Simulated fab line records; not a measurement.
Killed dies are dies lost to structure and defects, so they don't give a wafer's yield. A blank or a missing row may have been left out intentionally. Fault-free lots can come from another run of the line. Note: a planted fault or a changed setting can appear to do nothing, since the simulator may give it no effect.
fab line records ; flow rit-cmos
record: lots: 6; wafers: 18; last-day: 7
route steps=202 shown NSD@138 PSD@142 SDANNEAL@153 M1@202
lots untouched by any fault: they come from a run of this same line in which no faults occurred
start-h: hours from the record's opening day to when the first of the lot's shown wafers began ; wait-h: how many hours have passed since the lot's step before this one ; " unchanged from the row above ; L1.1+2: one row covering several wafers at once ; - value missing, or start not given ; * or withheld: withheld ; < > ~ a bound
route shown NAME@n: names a module that has steps shown in the file, with the first one's number in the route ; usual: average and standard deviation across the fault-free wafers ; same: alike in all rows ; chamber/n: place in a boat ; sites: the reading at each site ; _std_site: standard deviation of those values ; _edge_site: outer sites' mean less inner sites' ; radius-mm: for every site, how far away it sits from the centre of the wafer ; mask NAME#n: copy n ; behind: the last tool/chamber to shape the wafer ; hold: cause of the lot's hold/its duration in hours/its outcome ; device: the transistor (n, p or np) that didn't switch ; end of line: the route-end tests of the same wafers ; a step without rows: its recipe alone ; killed: dies lost to structure and defects at the first sort, not the wafer's yield ; map: shows each die of a wafer: x if killed, . if not, _ if none is there
set.NAME: the setting as run; set.NAME@STEP: as run at that earlier step ; model.NAME: the simulator's own value behind a step, which no gauge read
certain route steps with their lots: each step a table, each wafer a row
services: the hour from which a tool's chamber was out of use, counted from the record's first day as start-h (under 0 if before that day), plus the number of hours and why
== steps ==
step: RIT_NSD_HARDBAKE_07
recipe: resist: NOVOLAK; temp-c: 140; time-s: 60
step: RIT_NSD_IMPLANT_08
recipe: species: P; energy-kev: 25; dose-cm2: 1e+15; tilt-deg: 7
step: RIT_NSD_STRIP_09
recipe: chemistry: O2; time-s: 180; resist: NOVOLAK; platen-temp-c: withheld; power-w: 500; pressure-mtorr: 4000; o2-flow-sccm: 4000
usual: chamber-pressure-mTorr: 4000/3.6; drypump-motor-current-A: 5.7/0.3
lot.wafer;tool;chamber;start-h;wait-h;chamber-pressure-mTorr;drypump-motor-current-A;rf-hours-counter-h
L582.1;plasma-asher-03;1;58.65;0.1;3998;5.9;44
L582.3;plasma-asher-03;0;58.65;0.1;4000;5.0;-
L582.5;plasma-asher-03;0;58.65;0.1;3997;5.0;-
L589.1;plasma-asher-04;0;97.44;0.1;4000;5.6;25
L589.2;plasma-asher-04;1;97.44;0.1;4002;5.5;25
L589.5;plasma-asher-04;1;97.44;0.1;4001;5.5;-
L595.2;plasma-asher-04;0;122.77;0.1;4004;5.5;28
L595.3;plasma-asher-04;1;122.77;0.1;4001;5.5;-
L595.4;plasma-asher-04;0;122.77;0.1;4009;5.5;-
L599.2;plasma-asher-04;0;147.62;0.1;4005;5.6;31
L599.3;plasma-asher-04;0;147.62;0.1;3997;5.6;-
L599.5;plasma-asher-04;1;147.62;0.1;4002;5.5;-
L602.1;plasma-asher-02;1;159.80;0.1;4000;6.0;4
L602.3;plasma-asher-02;0;159.80;0.1;3998;5.9;-
L602.6;plasma-asher-02;0;159.80;0.1;3997;5.9;-
L603.1;plasma-asher-04;0;168.27;0.1;4002;5.6;33
L603.2;plasma-asher-04;1;168.27;0.1;3999;5.5;33
L603.6;plasma-asher-04;1;168.27;0.1;4005;5.5;-
step: RIT_NSD_TW_MEAS_10
usual: NSD_TW: 3127/21
lot.wafer;tool;chamber;start-h;wait-h;NSD_TW
L582.1;film-metro-03;-;58.82;0.1;3142
L582.3;film-metro-03;-;58.82;0.1;3146
L582.5;film-metro-03;-;58.82;0.1;3128
L589.1;film-metro-02;-;97.61;0.1;3107
L589.2;film-metro-02;-;97.61;0.1;3110
L589.5;film-metro-02;-;97.61;0.1;3104
L595.2;film-metro-03;-;122.95;0.1;3145
L595.3;film-metro-03;-;122.95;0.1;3160
L595.4;film-metro-03;-;122.95;0.1;3148
L599.2;film-metro-03;-;147.81;0.1;3146
L599.3;film-metro-03;-;147.81;0.1;3142
L599.5;film-metro-03;-;147.81;0.1;3137
L602.1;film-metro-02;-;159.97;0.1;3088
L602.3;film-metro-02;-;159.97;0.1;3114
L602.6;film-metro-02;-;159.97;0.1;3109
L603.1;film-metro-03;-;168.44;0.1;3150
L603.2;film-metro-03;-;168.44;0.1;3159
L603.6;film-metro-03;-;168.44;0.1;3150
step: RIT_PSD_HMDS_00
recipe: prime-time-s: 60; prime-temp-c: 140
step: RIT_PSD_COAT_01
recipe: resist: NOVOLAK; spin-rpm: 3250; resist-thk-nm: 1000
step: RIT_PSD_SOFTBAKE_02
recipe: resist: NOVOLAK; temp-c: 90; time-s: 60
step: RIT_PSD_EXPOSE_03
recipe: mask-id: M10; na: 0.57; target-cd-nm: 40900; dose-mj: 250
step: RIT_PSD_PEB_04
recipe: resist: NOVOLAK; temp-c: withheld; time-s: withheld
step: RIT_PSD_DEVELOP_05
recipe: resist: NOVOLAK; develop-time-s: 50; dev-temp-c: 23
step: RIT_PSD_OVL_MEAS_06
usual: PSD_OVL: 0.5/1.5
lot.wafer;tool;chamber;start-h;wait-h;PSD_OVL[nm]
L582.1;overlay-02;-;59.86;-;-0.2
L582.3;overlay-02;-;59.86;-;-1.5
L582.5;overlay-02;-;59.86;-;0.4
L589.1;overlay-02;-;98.65;-;-0.7
L589.2;overlay-02;-;98.65;-;0.0
L589.5;overlay-02;-;98.65;-;-1.0
L595.2;overlay-01;-;123.91;-;2.4
L595.3;overlay-01;-;123.91;-;3.3
L595.4;overlay-01;-;123.91;-;3.4
L599.2;overlay-02;-;148.84;-;-2.3
L599.3;overlay-02;-;148.84;-;-2.5
L599.5;overlay-02;-;148.84;-;-1.3
L602.1;overlay-01;-;161.02;-;2.6
L602.3;overlay-01;-;161.02;-;2.7
L602.6;overlay-01;-;161.02;-;2.3
L603.1;overlay-02;-;169.48;-;-0.5
L603.2;overlay-02;-;169.48;-;0.6
L603.6;overlay-02;-;169.48;-;0.0
step: RIT_PSD_HARDBAKE_07
recipe: resist: NOVOLAK; temp-c: 140; time-s: 60
step: RIT_PSD_IMPLANT_08
recipe: species: BF2; energy-kev: 27; dose-cm2: 4.93e+15; tilt-deg: 7
usual: dose-ions-cm2: 4.929e+15/5.4e+12
lot.wafer;tool;chamber;start-h;wait-h;dose-ions-cm2
L582.1;implanter-03;0;60.04;0.1;4.927e+15
L582.3;implanter-03;0;60.04;0.1;4.922e+15
L582.5;implanter-03;0;60.04;0.1;4.928e+15
L582.1;implanter-03;0;60.36;0.3;4.933e+15
L582.3;implanter-03;0;60.36;0.3;4.937e+15
L582.5;implanter-03;0;60.36;0.3;4.926e+15
L589.1;implanter-04;0;98.83;0.1;4.935e+15
L589.2;implanter-04;0;98.83;0.1;4.93e+15
L589.5;implanter-04;0;98.83;0.1;4.927e+15
L589.1;implanter-04;0;99.15;0.3;4.926e+15
L589.2;implanter-04;0;99.15;0.3;4.93e+15
L589.5;implanter-04;0;99.15;0.3;4.925e+15
L595.2;implanter-03;0;124.11;0.1;4.935e+15
L595.3;implanter-03;0;124.11;0.1;4.929e+15
L595.4;implanter-03;0;124.11;0.1;4.934e+15
L599.2;implanter-03;0;149.04;0.1;4.924e+15
L599.3;implanter-03;0;149.04;0.1;4.932e+15
L599.5;implanter-03;0;149.04;0.1;4.93e+15
L602.1;implanter-03;0;161.21;0.1;4.934e+15
L602.3;implanter-03;0;161.21;0.1;4.94e+15
L602.6;implanter-03;0;161.21;0.1;4.933e+15
L603.1;implanter-04;0;169.66;0.1;4.932e+15
L603.2;implanter-04;0;169.66;0.1;4.928e+15
L603.6;implanter-04;0;169.66;0.1;4.932e+15
step: RIT_PSD_STRIP_09
recipe: chemistry: O2; time-s: 180; resist: NOVOLAK; platen-temp-c: withheld; power-w: 500; pressure-mtorr: 4000; o2-flow-sccm: 4000
usual: chamber-pressure-mTorr: 4000/3.3; drypump-motor-current-A: 5.3/0.4
lot.wafer;tool;chamber;start-h;wait-h;chamber-pressure-mTorr;drypump-motor-current-A;rf-hours-counter-h
L582.1;plasma-asher-01;1;60.51;0.1;4003;4.8;43
L582.3;plasma-asher-01;0;60.51;0.1;4007;5.4;-
L582.5;plasma-asher-01;0;60.51;0.1;4000;5.4;-
L589.1;plasma-asher-04;1;99.30;0.1;3991;5.5;25
L589.2;plasma-asher-04;0;99.30;0.1;3999;5.6;25
L589.5;plasma-asher-04;1;99.30;0.1;4004;5.5;-
L595.2;plasma-asher-03;1;124.24;0.1;4000;5.9;51
L595.3;plasma-asher-03;1;124.24;0.1;3995;5.9;-
L595.4;plasma-asher-03;0;124.24;0.1;4001;5.0;-
L599.2;plasma-asher-01;1;149.17;0.1;4000;4.8;55
L599.3;plasma-asher-01;0;149.17;0.1;4001;5.4;-
L599.5;plasma-asher-01;0;149.17;0.1;4000;5.4;-
L602.1;plasma-asher-03;1;161.36;0.1;4004;6.0;54
L602.3;plasma-asher-03;0;161.36;0.1;4005;4.9;-
L602.6;plasma-asher-03;1;161.36;0.1;4002;5.9;-
L603.1;plasma-asher-01;0;169.81;0.1;4001;5.4;57
L603.2;plasma-asher-01;1;169.81;0.1;3996;4.8;57
L603.6;plasma-asher-01;0;169.81;0.1;4003;5.3;-
step: RIT_PSD_TW_MEAS_10
usual: PSD_TW: 3437/24
lot.wafer;tool;chamber;start-h;wait-h;PSD_TW
L582.1;film-metro-03;-;60.68;0.1;3616
L582.3;film-metro-03;-;60.68;0.1;3606
L582.5;film-metro-03;-;60.68;0.1;3595
L589.1;film-metro-03;-;99.47;0.1;3611
L589.2;film-metro-03;-;99.47;0.1;3608
L589.5;film-metro-03;-;99.47;0.1;3612
L595.2;film-metro-03;-;124.42;0.1;3453
L595.3;film-metro-03;-;124.42;0.1;3468
L595.4;film-metro-03;-;124.42;0.1;3446
L599.2;film-metro-02;-;149.35;0.1;3394
L599.3;film-metro-02;-;149.35;0.1;3414
L599.5;film-metro-02;-;149.35;0.1;3419
L602.1;film-metro-02;-;161.53;0.1;3403
L602.3;film-metro-02;-;161.53;0.1;3409
L602.6;film-metro-02;-;161.53;0.1;3407
L603.1;film-metro-02;-;169.99;0.1;3417
L603.2;film-metro-02;-;169.99;0.1;3422
L603.6;film-metro-02;-;169.99;0.1;3399
step: RIT_SDANNEAL_CLEAN_00
recipe: chemistry: SC1; mix: 3:3:50; time-s: 600; temp-c: 75
step: RIT_SDANNEAL_CLEAN_01
recipe: chemistry: dHF; dilution: 50:1; time-s: 29.45
step: RIT_SDANNEAL_CLEAN_02
recipe: chemistry: SC2; mix: 3:3:50; time-s: 600; temp-c: 75; dry: n2-spin
step: RIT_SDANNEAL_RTA_03
recipe: temp-c: 1050; time-s: 5; idle-temp-c: 600; ramp-up-c-per-s: 342; ramp-down-c-per-s: 171; cool-to-c: 600; ambient: N2
usual: wafer_temp_C_max: 1053.5/1.2
lot.wafer;tool;chamber;start-h;wait-h;wafer_temp_C_max
L582.1;rtp-anneal-01;0;61.11;0.0;1053.7
L582.3;rtp-anneal-01;0;61.11;0.0;1054.0
L582.5;rtp-anneal-01;0;61.11;0.0;1052.2
L589.1;rtp-anneal-02;0;99.90;0.0;1053.2
L589.2;rtp-anneal-02;0;99.90;0.0;1053.0
L589.5;rtp-anneal-02;0;99.90;0.0;1053.8
L595.2;rtp-anneal-02;0;124.92;0.0;1055.6
L595.3;rtp-anneal-02;0;124.92;0.0;1055.1
L595.4;rtp-anneal-02;0;124.92;0.0;1053.0
L599.2;rtp-anneal-02;0;149.78;0.0;1055.2
L599.3;rtp-anneal-02;0;149.78;0.0;1051.0
L599.5;rtp-anneal-02;0;149.78;0.0;1053.2
L602.1;rtp-anneal-01;0;161.99;0.0;1054.3
L602.3;rtp-anneal-01;0;161.99;0.0;1053.6
L602.6;rtp-anneal-01;0;161.99;0.0;1052.0
L603.1;rtp-anneal-02;0;170.43;0.0;1055.5
L603.2;rtp-anneal-02;0;170.43;0.0;1054.3
L603.6;rtp-anneal-02;0;170.43;0.0;1053.8
step: RIT_SDANNEAL_RS_MEAS_04
recipe: thk-meas-gauge: four-point-probe
usual: PSD_RS: 116.1/0.3
lot.wafer;tool;chamber;start-h;wait-h;PSD_RS[ohm/sq]
L582.1;film-metro-02;-;61.23;0.1;107.5
L582.3;film-metro-02;-;61.23;0.1;107.5
L582.5;film-metro-02;-;61.23;0.1;107.5
L589.1;film-metro-03;-;99.96;0.0;108.3
L589.2;film-metro-03;-;99.96;0.0;108.2
L589.5;film-metro-03;-;99.96;0.0;108.3
L595.2;film-metro-02;-;124.99;0.1;116.0
L595.3;film-metro-02;-;124.99;0.1;116.1
L595.4;film-metro-02;-;124.99;0.1;116.6
L599.2;film-metro-02;-;149.85;0.1;116.2
L599.3;film-metro-02;-;149.85;0.1;116.2
L599.5;film-metro-02;-;149.85;0.1;115.8
L602.1;film-metro-03;-;162.05;0.0;116.0
L602.3;film-metro-03;-;162.05;0.0;116.5
L602.6;film-metro-03;-;162.05;0.0;116.0
L603.1;film-metro-03;-;170.49;0.0;116.8
L603.2;film-metro-03;-;170.49;0.0;116.0
L603.6;film-metro-03;-;170.49;0.0;116.1
step: RIT_SDANNEAL_RS_MEAS_05
recipe: thk-meas-gauge: four-point-probe
usual: NSD_RS: 84.5/0.33
lot.wafer;tool;chamber;start-h;wait-h;NSD_RS[ohm/sq]
L582.1;film-metro-02;-;61.35;0.1;83.8
L582.3;film-metro-02;-;61.35;0.1;83.7
L582.5;film-metro-02;-;61.35;0.1;83.5
L589.1;film-metro-03;-;100.08;0.1;84.6
L589.2;film-metro-03;-;100.08;0.1;84.6
L589.5;film-metro-03;-;100.08;0.1;84.9
L595.2;film-metro-02;-;125.11;0.1;84.5
L595.3;film-metro-02;-;125.11;0.1;84.2
L595.4;film-metro-02;-;125.11;0.1;84.4
L599.2;film-metro-02;-;149.97;0.1;84.4
L599.3;film-metro-02;-;149.97;0.1;85.1
L599.5;film-metro-02;-;149.97;0.1;84.6
L602.1;film-metro-03;-;162.17;0.1;85.2
L602.3;film-metro-03;-;162.17;0.1;84.9
L602.6;film-metro-03;-;162.17;0.1;85.2
L603.1;film-metro-03;-;170.61;0.1;85.0
L603.2;film-metro-03;-;170.61;0.1;84.5
L603.6;film-metro-03;-;170.61;0.1;84.5
step: RIT_M1_PROBE_99
usual: killed-at-front-end: 6.6/2.9; killed-dies: 6.6/3; killed-open: 3.4/2; killed-short: 3.2/2
same: gross-dies: 264; killed_at_M0_to_M3: 0; killed_at_M4_up: 0; killed-at-back-side: 0; killed-at-contacts: 0; killed-at-other: 0
lot.wafer;tool;chamber;start-h;wait-h;killed-at-front-end;killed-dies;killed-open;killed-short
L582.1;prober-01;-;76.35;0.1;9;9;3;6
L582.3;prober-01;-;76.45;0.2;11;11;4;7
L582.5;prober-01;-;76.55;0.2;3;3;2;1
L589.1;prober-01;-;107.71;0.1;6;6;3;3
L589.2;prober-01;-;107.76;0.1;10;10;5;5
L589.5;prober-01;-;107.91;0.2;3;3;2;1
L595.2;prober-01;-;132.87;0.1;6;6;2;4
L595.3;prober-01;-;132.92;0.2;5;5;4;1
L595.4;prober-01;-;132.97;0.2;4;4;1;3
L599.2;prober-01;-;157.51;0.1;8;8;5;3
L599.3;prober-01;-;157.56;0.2;5;5;2;3
L599.5;prober-01;-;157.66;0.2;5;5;2;3
killed by level:class
L582.1 GATE:geometric-particle:short=3 GATE:geometric-particle:open=2 FOX1:geometric-particle:short=1 REOX:geometric-particle:short=1 SPACER:geometric-particle:open=1 SPACER:geometric-particle:short=1
L582.3 GATE:geometric-particle:open=4 GATE:geometric-particle:short=4 FOX2:geometric-particle:short=1 REOX:geometric-particle:short=1 SPACER:geometric-particle:short=1
L582.5 GATE:geometric-particle:short=1 GATE:geometric-particle:open=1 REOX:geometric-particle:open=1
L589.1 GATE:geometric-particle:short=3 GATE:geometric-particle:open=2 SILICIDE:geometric-particle:open=1
L589.2 GATE:geometric-particle:short=2 SILICIDE:geometric-particle:open=2 FOX1:geometric-particle:open=1 FOX1:geometric-particle:short=1 GATE:geometric-particle:open=1 REOX:geometric-particle:short=1 REOX:geometric-particle:open=1 SILICIDE:geometric-particle:short=1
L589.5 REOX:geometric-particle:open=2 REOX:geometric-particle:short=1
L595.2 GATE:geometric-particle:open=2 GATE:geometric-particle:short=2 REOX:geometric-particle:short=1 SPACER:geometric-particle:short=1
L595.3 GATE:geometric-particle:open=2 FOX1:geometric-particle:open=1 GATE:geometric-particle:short=1 REOX:geometric-particle:open=1
L595.4 SILICIDE:geometric-particle:short=2 SPACER:geometric-particle:short=1 SILICIDE:geometric-particle:open=1
L599.2 GATE:geometric-particle:short=3 SPACER:geometric-particle:open=2 FOX2:geometric-particle:open=1 GATE:geometric-particle:open=1 REOX:geometric-particle:open=1
L599.3 FOX2:geometric-particle:short=1 GATE:geometric-particle:short=1 GATE:geometric-particle:open=1 SILICIDE:geometric-particle:short=1 SILICIDE:geometric-particle:open=1
L599.5 GATE:geometric-particle:short=2 FOX2:geometric-particle:open=1 GATE:geometric-particle:open=1 SPACER:geometric-particle:short=1
== services ==
tool;chamber;start-h;hours;kind
plasma-asher-02;-;43.47;2.2;repair
plasma-asher-03;-;68.20;8.0;repair
plasma-asher-04;-;69.16;10.0;pm
plasma-asher-01;-;90.33;1.3;repair
plasma-asher-04;-;95.39;2.0;repair
plasma-asher-02;-;108.75;9.0;pm
plasma-asher-02;0;108.75;9.0;vent-cycle
plasma-asher-02;1;108.75;9.0;vent-cycle
plasma-asher-02;0;117.75;-;clean
plasma-asher-02;1;117.75;-;clean
plasma-asher-02;-;135.05;4.4;repair
implanter-03;-;136.38;6.0;pm
rtp-anneal-01;-;164.61;0.7;pm
== key ==
first-sign: step: RIT_PSD_IMPLANT_08; reading: visit; direction: added
effect: step: RIT_PSD_TW_MEAS_10; reading: PSD_TW; direction: up; sigmas: 7.1; usual: 3437; struck: 3608
effect: step: RIT_SDANNEAL_RS_MEAS_04; reading: PSD_RS; direction: down; sigmas: 27; usual: 116.1; struck: 107.9
met-at RIT_PSD_IMPLANT_08
struck-wafers L582.1,L582.3,L582.5,L589.1,L589.2,L589.5
tester-left-out L582,L589
fault: kind: repeated-step-whole; tool: implanter-01,implanter-03,implanter-04; chamber: -; onset-h: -; steps: RIT_PSD_IMPLANT_08; times: 1; scope: struck-lots-only
tester-left-out: of these lots the tester's yield and bins aren't shown, on N5 and GAA mostly nor the transistor test; their killed dies are dies lost to structure and defects alone, not to doping, threshold or leakage, so they don't give the yield
